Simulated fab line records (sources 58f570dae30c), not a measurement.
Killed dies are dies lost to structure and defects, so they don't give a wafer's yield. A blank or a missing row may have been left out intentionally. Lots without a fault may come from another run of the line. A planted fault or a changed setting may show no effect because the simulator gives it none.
A lot that was struck, set against a sound lot || flow berkeley_cmos170 || 15 steps out of a route of 331
Sound: the wafers L326.2, L326.5, L326.6. Wafers struck: L338.2, L338.4, L338.5. The cause comes at the end.
Each step with rows lists, per side, the tool, then ch with its chambers, then its first start. Under that, the readings that differ: sound wafers || struck wafers || difference of the means || sigmas: that difference in standard deviations of wafers without a fault.
alike: readings whose means differ by less than 2 such deviations, and words and numbers that are the same on both sides. not compared: withheld readings, readings that some wafer has no value for, bounds like >300 that may hide the same value, and numbers for which the record gives no deviation and whose values overlap.
The two part at a step that has a row with sigmas, a row that says differs or no value, or rows on one side only. When numbers do not overlap yet have no deviation, they are printed without sigmas and do not part them. A reading missing from all wafers of one side parts the sides only when that side holds two or more wafers.

UCB170_PLDD_CD_MEAS_06: target cd 1200 nm.
  struck on cd_sem-02, day 9 05:24; sound on cd_sem-02, day 6 09:55
  alike: cd_nm
UCB170_PLDD_OVL_MEAS_07:
  struck on overlay-02, day 9 05:30; sound on overlay-01, day 6 10:01
  alike: PLDD_OVL
then, 2 steps without rows for these wafers: UCB170_PLDD_IMPLANT_08; UCB170_PLDD_IMPLANT_09.
UCB170_PLDD_STRIP_10: strips in O2.
  sound on plasma_asher-03 ch 0,1, day 6 10:20; struck on plasma_asher-02 ch 0,1, day 9 05:50
  alike: drypump_motor_current_A, oes_product_au, strip_time_to_endpoint_s
  not compared: rf_hours_counter_h
UCB170_PLDD_TW_MEAS_11:
  struck on film_metro-03, day 9 06:07; sound on film_metro-04, day 6 10:27
  alike: PLDD_TW
then, 6 steps without rows for these wafers: UCB170_PLDD_CLEAN_12 (cleans in SPM, time 600 s); UCB170_NLDD_HMDS_00 (prime time 60 s); UCB170_NLDD_COAT_01 (resist thk 900 nm); UCB170_NLDD_SOFTBAKE_02 (time 60 s); UCB170_NLDD_EXPOSE_03 (exposes mask NSELECT, target cd 1200 nm); UCB170_NLDD_PEB_04.
UCB170_NLDD_DEVELOP_05: develop time 45 s.
  sound on litho_track-03 ch 0, day 6 12:00; struck on litho_track-03 ch 0, day 9 07:00
{"reading": "developer_temp_C (C)", "sound": "20.97 21.05 21.07", "struck": "21.76 21.84 21.86", "difference": "+0.79", "sigmas": "+7"}
UCB170_NLDD_CD_MEAS_06: target cd 1200 nm.
  struck on cd_sem-02, day 9 07:13; sound on cd_sem-01, day 6 12:47
  alike: cd_nm
following that, these wafers have no rows for 1 step: UCB170_M3_PROBE_99.

== WHERE THEY PART ==
Only at UCB170_NLDD_DEVELOP_05, as far as this record shows. Later steps at which nothing parts them and some readings are alike: UCB170_NLDD_CD_MEAS_06.

WHY: the cause the simulator had injected
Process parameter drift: litho_track-03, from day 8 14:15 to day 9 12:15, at UCB170_NLDD_DEVELOP_05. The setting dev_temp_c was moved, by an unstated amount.
